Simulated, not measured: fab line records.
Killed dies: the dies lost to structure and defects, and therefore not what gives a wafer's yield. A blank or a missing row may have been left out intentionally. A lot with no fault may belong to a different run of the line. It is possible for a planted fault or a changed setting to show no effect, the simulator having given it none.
fab line records	flow ritCmos
record: lots: 13	wafers: 39	lastDay: 7
route steps=202 shown SPACER@128 M1@202
lots with no fault: from the same line, run without faults
startH: the number of hours between the record's first day and the start of the first shown wafer of the lot	waitH: hours since the lot's step before	" as in the row above	L1.1+2: one row covering several wafers at once	- no value present, or no start provided	* or withheld: withheld	< > ~ a bound
route shown NAME@n: NAME is a module with steps in the file, n the number in the route of the first one	usual: the fault-free wafers' mean and standard deviation	same: alike in all rows	chamber/n: place in a boat	sites: readings site by site	_std_site: the values' standard deviation	_edge_site: the outer-site mean with the inner-site mean subtracted	radiusMm: how far each site lies from the wafer's centre	mask NAME#n: copy n	behind: tool/chamber where the wafer was last shaped	hold: why the lot was held/for how many hours/how that ended	device: which transistor (n, p or np) failed to switch	end of line: the same wafers' tests at the end of the route	step lacking rows: just its recipe	killed: not the wafer's yield, but the dies lost to structure and defects at the first sort	map: dies across one wafer; x = killed, . = not, _ = none there
set.NAME: setting as actually run; set.NAME@STEP: the setting as run at that earlier step	model.NAME: the simulator's own value behind a step, which no gauge read
steps of the route over a sample of lots; a table a step, a row a wafer
services: from which hour (startH, from the record's first day; less than 0 if before it) a tool's chamber was out of use, for how many hours, and why
== steps ==
step: RIT_SPACER_CVD_03
recipe: material: Si3N4	targetThkNm: 250	tempC: 810	precursor: SiH2Cl2/NH3	timeS: 3300	pressureMtorr: 300	sih2cl2FlowSccm: 57.16	nh3FlowSccm: 150
usual: sih2cl2FlowSccm: 57.22/0.15	spikeTcCentreC: 812.1/1.1	spikeTcLoadC: 835.5/1.6	spikeTcSourceC: 830.7/1.4	susceptorTempC: 810.1/0.35	zonePowerSourcePct: 22.7/0.82
lot.wafer	tool	chamber	startH	waitH	sih2cl2FlowSccm	spikeTcCentreC	spikeTcLoadC	spikeTcSourceC	susceptorTempC	zonePowerSourcePct
L226.2	lpcvd-01	0	54.27	0.0	57.34	812.1	836.8	830.2	810.0	23.1
L226.5	"	0	"	"	57.50	812.2	836.2	830.5	809.9	23.1
L226.6	"	0	"	"	57.29	813.6	834.8	832.1	809.8	23.8
L227.1	lpcvd-02	0	59.20	0.0	57.43	814.2	834.9	829.5	810.3	23.4
L227.2	"	0	"	"	57.29	811.4	837.7	831.3	810.3	23.1
L227.4	"	0	"	"	57.37	813.2	836.6	832.2	809.9	23.1
L228.1	lpcvd-01	1	59.53	0.2	57.18	812.9	833.2	830.5	810.7	22.0
L228.2	"	1	"	"	57.47	810.3	832.0	830.6	809.9	21.9
L228.3	"	1	"	"	57.15	811.5	833.9	830.0	810.4	21.5
L229.2	lpcvd-01	1	67.59	0.0	57.13	811.7	833.5	827.8	810.0	21.4
L229.3	"	1	"	"	57.54	811.0	834.9	828.8	810.1	21.9
L229.5	"	1	"	"	57.43	811.9	834.3	830.4	810.0	21.8
L231.2	lpcvd-02	0	74.81	0.0	57.21	811.7	835.9	831.1	809.9	23.3
L231.4	"	0	"	"	57.33	810.5	835.3	831.0	809.5	22.9
L231.6	"	0	"	"	57.16	812.5	836.7	829.2	809.8	23.4
L233.3	lpcvd-02	0	81.52	0.0	57.10	811.3	835.9	829.7	809.5	22.7
L233.5	"	0	"	"	57.56	813.5	837.0	830.4	809.9	23.2
L233.6	"	0	"	"	57.38	812.2	835.5	828.9	810.7	23.0
L235.1	lpcvd-01	1	101.75	0.0	57.08	811.5	832.6	831.2	810.4	21.5
L235.3	"	1	"	"	57.02	809.4	835.7	828.0	809.7	21.6
L235.4	"	1	"	"	57.20	811.8	834.0	827.6	810.5	21.3
L236.3	lpcvd-01	1	106.94	0.0	57.30	812.2	834.5	829.8	810.3	21.5
L236.4	"	1	"	"	57.28	812.0	834.6	830.8	809.9	21.4
L236.5	"	1	"	"	57.23	811.6	834.6	830.3	810.4	21.6
L239.1	lpcvd-02	1	126.98	0.0	56.89	812.8	835.3	833.0	810.0	23.8
L239.2	"	1	"	"	57.15	814.5	834.3	831.4	809.5	23.2
L239.3	"	1	"	"	57.08	814.5	832.2	832.6	809.7	23.6
L240.1	lpcvd-01	0	127.35	0.0	57.19	811.2	838.2	831.3	809.7	23.5
L240.2	"	0	"	"	57.31	811.0	836.7	830.6	809.2	23.5
L240.6	"	0	"	"	57.08	811.9	836.9	830.4	809.1	23.2
L241.1	lpcvd-01	1	130.22	0.0	57.23	812.6	835.0	831.3	810.1	21.5
L241.3	"	1	"	"	57.17	813.6	833.6	828.7	809.8	21.9
L241.4	"	1	"	"	57.41	812.4	833.9	827.9	809.6	21.8
L243.3	lpcvd-01	0	144.88	0.0	57.12	811.4	838.2	831.8	810.4	23.7
L243.4	"	0	"	"	57.04	811.5	836.1	829.7	810.2	23.6
L243.6	"	0	"	"	57.31	812.5	835.0	830.2	810.3	22.9
L245.1	lpcvd-02	1	149.89	0.0	57.20	859.2	878.8	876.6	855.5	26.4
L245.3	"	1	"	"	57.05	859.1	879.4	877.9	855.0	26.5
L245.5	"	1	"	"	57.20	857.8	880.5	878.2	855.1	26.4
step: RIT_SPACER_THK_MEAS_04
recipe: reads: Si3N4_of_SPACER_CVD_03
usual: SPACER_NITRIDE_THK: 245.8/2.7
lot.wafer	tool	chamber	startH	waitH	SPACER_NITRIDE_THK[nm]
L226.2	filmMetro-02	-	56.19	0.0	249.7
L226.5	"	-	"	"	247.0
L226.6	"	-	"	"	247.3
L227.1	filmMetro-03	-	61.11	0.0	249.4
L227.2	"	-	"	"	249.7
L227.4	"	-	"	"	250.8
L228.1	filmMetro-02	-	61.45	0.0	247.0
L228.2	"	-	"	"	248.3
L228.3	"	-	"	"	249.0
L229.2	filmMetro-03	-	69.51	0.0	246.5
L229.3	"	-	"	"	245.4
L229.5	"	-	"	"	250.7
L231.2	filmMetro-01	-	76.74	0.0	247.3
L231.4	"	-	"	"	248.7
L231.6	"	-	"	"	249.9
L233.3	filmMetro-03	-	83.46	0.0	245.2
L233.5	"	-	"	"	245.7
L233.6	"	-	"	"	247.0
L235.1	filmMetro-01	-	103.67	0.0	245.2
L235.3	"	-	"	"	244.4
L235.4	"	-	"	"	244.4
L236.3	filmMetro-02	-	108.88	0.0	250.8
L236.4	"	-	"	"	248.4
L236.5	"	-	"	"	249.3
L239.1	filmMetro-02	-	128.90	0.0	242.9
L239.2	"	-	"	"	242.4
L239.3	"	-	"	"	242.9
L240.1	filmMetro-03	-	129.27	0.0	246.0
L240.2	"	-	"	"	245.1
L240.6	"	-	"	"	242.8
L241.1	filmMetro-03	-	132.13	0.0	243.7
L241.3	"	-	"	"	243.1
L241.4	"	-	"	"	242.7
L243.3	filmMetro-02	-	146.81	0.0	247.1
L243.4	"	-	"	"	247.7
L243.6	"	-	"	"	250.2
L245.1	filmMetro-03	-	151.80	0.0	407.1
L245.3	"	-	"	"	412.2
L245.5	"	-	"	"	407.8
step: RIT_SPACER_ETCHBACK_05
recipe: targetDepthA: 2500	SF6_flow_sccm: 30	CHF3_flow_sccm: 30	target: Si3N4	chemistry: SF6/CHF3	pressureMtorr: 40	rfW: 250	timeS: 240	stopOn: SiO2
usual: chamberPressureMTorr: 40.00/0.036	drypumpMotorCurrentA: 5.7/0.45	oesProductAu: 0.833/0.016	throttleValvePct: 10.29/0.15
lot.wafer	tool	chamber	startH	waitH	chamberPressureMTorr	drypumpMotorCurrentA	oesProductAu	rfHoursCounterH	throttleValvePct
L226.2	rieDiel-04	0	56.24	0.0	39.99	4.8	0.834	77	10.54
L226.5	"	2	"	"	40.00	6.4	0.837	-	10.32
L226.6	"	3	"	"	39.98	5.9	0.834	-	10.17
L227.1	rieDiel-03	0	61.17	0.1	40.05	5.9	0.862	81	10.09
L227.2	"	3	"	"	40.02	5.6	0.849	0	10.34
L227.4	"	2	"	"	39.97	5.8	0.859	104	10.36
L228.1	rieDiel-04	0	61.51	0.1	40.00	4.7	0.828	77	10.52
L228.2	"	3	"	"	40.04	5.9	0.835	129	10.17
L228.3	"	2	"	"	40.07	6.3	0.831	3	10.32
L229.2	rieDiel-02	3	69.56	0.0	40.00	6.0	0.852	31	10.55
L229.3	"	0	"	"	39.95	5.8	0.822	38	10.17
L229.5	"	1	"	"	40.04	5.2	0.855	-	10.24
L231.2	rieDiel-02	2	76.79	0.0	39.96	5.3	0.858	65	10.09
L231.4	"	1	"	"	39.95	5.2	0.844	70	10.22
L231.6	"	0	"	"	39.99	5.8	0.834	-	10.17
L233.3	rieDiel-02	1	83.50	0.0	39.95	5.2	0.841	70	10.21
L233.5	"	0	"	"	40.05	5.8	0.829	-	10.17
L233.6	"	1	"	"	40.06	5.2	0.837	-	10.22
L235.1	rieDiel-02	0	103.73	0.1	40.00	5.8	0.825	39	10.17
L235.3	"	2	"	"	40.01	5.3	0.848	65	10.10
L235.4	"	3	"	"	40.01	6.0	0.827	31	10.57
L236.3	rieDiel-03	0	108.92	0.0	39.98	5.8	0.874	82	10.08
L236.4	"	3	"	"	40.04	5.6	0.847	1	10.34
L236.5	"	0	"	"	39.98	5.8	0.865	-	10.07
L239.1	rieDiel-03	2	128.96	0.1	39.95	5.8	0.843	105	10.34
L239.2	"	1	"	"	39.99	6.2	0.818	85	10.46
L239.3	"	0	"	"	39.98	5.9	0.839	83	10.09
L240.1	rieDiel-02	0	129.33	0.1	40.01	5.8	0.828	39	10.17
L240.2	"	1	"	"	39.99	5.2	0.841	71	10.21
L240.6	"	0	"	"	40.00	5.8	0.819	-	10.14
L241.1	rieDiel-03	0	132.19	0.1	39.98	5.9	0.853	83	10.09
L241.3	"	2	"	"	40.00	5.8	0.837	105	10.35
L241.4	"	1	"	"	39.94	6.2	0.815	-	10.47
L243.3	rieDiel-04	2	146.85	0.0	39.97	6.3	0.844	4	10.30
L243.4	"	1	"	"	39.98	6.2	0.810	123	10.23
L243.6	"	0	"	"	39.98	4.8	0.845	-	10.55
L245.1	rieDiel-04	3	151.86	0.1	39.94	5.9	0.971	131	10.22
L245.3	"	0	"	"	40.04	4.7	0.986	79	10.59
L245.5	"	0	"	"	40.06	4.7	0.988	-	10.60
step: RIT_M1_PROBE_99
usual: killed_at_M0_to_M3: 0.0/0.12	killedAtContacts: 0.1/0.25	killedAtFrontEnd: 7/3.2	killedDies: 7/3.2	killedOnRim: 2.1/1.5	killedOpen: 3.5/2.2	killedShort: 3.6/2.1
same: grossDies: 264	killed_at_M4_up: 0	killedAtBackSide: 0	killedAtOther: 0
lot.wafer	tool	chamber	startH	waitH	killed_at_M0_to_M3	killedAtContacts	killedAtFrontEnd	killedDies	killedOnRim	killedOpen	killedShort
L228.1	prober-02	-	74.31	0.1	0	0	1	1	0	0	1
L228.2	prober-02	-	74.36	0.1	0	0	10	10	2	4	6
L228.3	prober-02	-	74.41	0.2	0	0	6	6	0	1	5
L233.3	prober-01	-	94.97	0.2	0	0	5	5	4	2	3
L233.5	prober-01	-	95.07	0.2	0	0	6	6	2	1	5
L233.6	prober-01	-	95.12	0.2	0	0	3	3	1	2	1
L239.1	prober-01	-	140.26	0.1	0	0	3	3	1	2	1
L239.2	prober-01	-	140.31	0.1	0	0	3	3	2	2	1
L239.3	prober-01	-	140.36	0.2	0	0	6	6	3	5	1
L241.1	prober-01	-	143.50	0.1	0	0	7	7	2	4	3
L241.3	prober-01	-	143.60	0.2	0	0	8	8	2	3	5
L241.4	prober-01	-	143.65	0.2	0	0	9	9	1	5	4
L245.1	prober-02	-	164.77	0.1	0	0	264	264	70	3	3
L245.3	prober-02	-	164.87	0.2	0	0	264	264	70	2	3
L245.5	prober-02	-	164.97	0.2	0	0	264	264	70	0	3
killed by level:class
L228.1 GATE:geometricParticle:short=1
L228.2 GATE:geometricParticle:short=5 SPACER:geometricParticle:open=2 FOX2:geometricParticle:open=1 GATE:geometricParticle:open=1 REOX:geometricParticle:short=1
L228.3 SPACER:geometricParticle:short=3 GATE:geometricParticle:short=1 REOX:geometricParticle:short=1 SPACER:geometricParticle:open=1
L233.3 REOX:geometricParticle:open=2 ACTIVE:geometricParticle:short=1 SPACER:geometricParticle:short=1 SILICIDE:geometricParticle:short=1
L233.5 SILICIDE:geometricParticle:short=2 FOX1:geometricParticle:short=1 FOX2:geometricParticle:short=1 REOX:geometricParticle:open=1 REOX:geometricParticle:short=1
L233.6 REOX:geometricParticle:open=1 SPACER:geometricParticle:open=1 SILICIDE:geometricParticle:short=1
L239.1 FOX2:geometricParticle:short=1 REOX:geometricParticle:open=1 SILICIDE:geometricParticle:open=1
L239.2 GATE:geometricParticle:open=2 FOX1:geometricParticle:short=1
L239.3 REOX:geometricParticle:open=2 FOX1:geometricParticle:open=1 GATE:geometricParticle:short=1 GATE:geometricParticle:open=1 SILICIDE:geometricParticle:open=1
L241.1 GATE:geometricParticle:open=3 FOX1:geometricParticle:short=1 FOX2:geometricParticle:short=1 GATE:geometricParticle:short=1 SPACER:geometricParticle:open=1
L241.3 FOX1:geometricParticle:open=2 SPACER:geometricParticle:short=2 SILICIDE:geometricParticle:short=2 REOX:geometricParticle:short=1 REOX:geometricParticle:open=1
L241.4 FOX2:geometricParticle:short=2 REOX:geometricParticle:open=2 SILICIDE:geometricParticle:open=2 FOX1:geometricParticle:short=1 FOX1:geometricParticle:open=1 REOX:geometricParticle:short=1
L245.1 SPACER:areaEtchback=258 FOX1:geometricParticle:open=2 GATE:geometricParticle:short=2 GATE:geometricParticle:open=1 SILICIDE:geometricParticle:short=1
L245.3 SPACER:areaEtchback=259 GATE:geometricParticle:short=2 FOX1:geometricParticle:open=1 SILICIDE:geometricParticle:open=1 SILICIDE:geometricParticle:short=1
L245.5 SPACER:areaEtchback=261 FOX1:geometricParticle:short=2 REOX:geometricParticle:short=1
== services ==
tool	chamber	startH	hours	kind
rieDiel-02	2	47.65	16.1	repair
rieDiel-04	2	62.58	1.5	repair
lpcvd-01	-	86.04	0.6	repair
rieDiel-03	2	99.34	4.8	repair
rieDiel-04	3	103.86	3.8	repair
rieDiel-03	-	105.01	0.9	repair
rieDiel-02	3	121.40	9.6	repair
rieDiel-03	3	124.09	15.3	repair
== key ==
firstSign: step: RIT_SPACER_CVD_03	reading: susceptorTempC	direction: up	sigmas: 99+	usual: *	struck: *
effect: step: RIT_SPACER_CVD_03	reading: spikeTcCentreC	direction: up	sigmas: 42	usual: 812.1	struck: 858.7
effect: step: RIT_SPACER_THK_MEAS_04	reading: SPACER_NITRIDE_THK	direction: up	sigmas: 59	usual: 245.8	struck: 409.0
effect: step: RIT_SPACER_ETCHBACK_05	reading: oesProductAu	direction: up	sigmas: 9.5	usual: 0.833	struck: 0.982
effect: step: RIT_M1_PROBE_99	reading: killedDies	direction: up	sigmas: 80	usual: 7	struck: 264
moreKillsBornAt: RIT_SPACER_ETCHBACK_05@rieDiel-04: 778
metAt RIT_SPACER_CVD_03
struckLots L245
struckWafers L245.1,L245.3,L245.5
laterRowsLeftOut L245.1,L245.3,L245.5
testerLeftOut L245
onsetBetween 126.98 149.89
fault: kind: processParameterDrift	tool: lpcvd-02	chamber: 1	onsetH: 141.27	steps: RIT_SPACER_CVD_03	channel: tempC	offset: *	shape: step	endH: 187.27	actsIn: *	stated: *
testerLeftOut: of these lots the tester's yield and bins aren't shown, on N5 and GAA mostly nor the transistor test; their killed dies are dies lost to structure and defects alone, not to doping, threshold or leakage, so they don't give the yield
laterRowsLeftOut: the simulator's readings of these wafers behind a module that went badly wrong aren't trusted and aren't shown, but for the sort
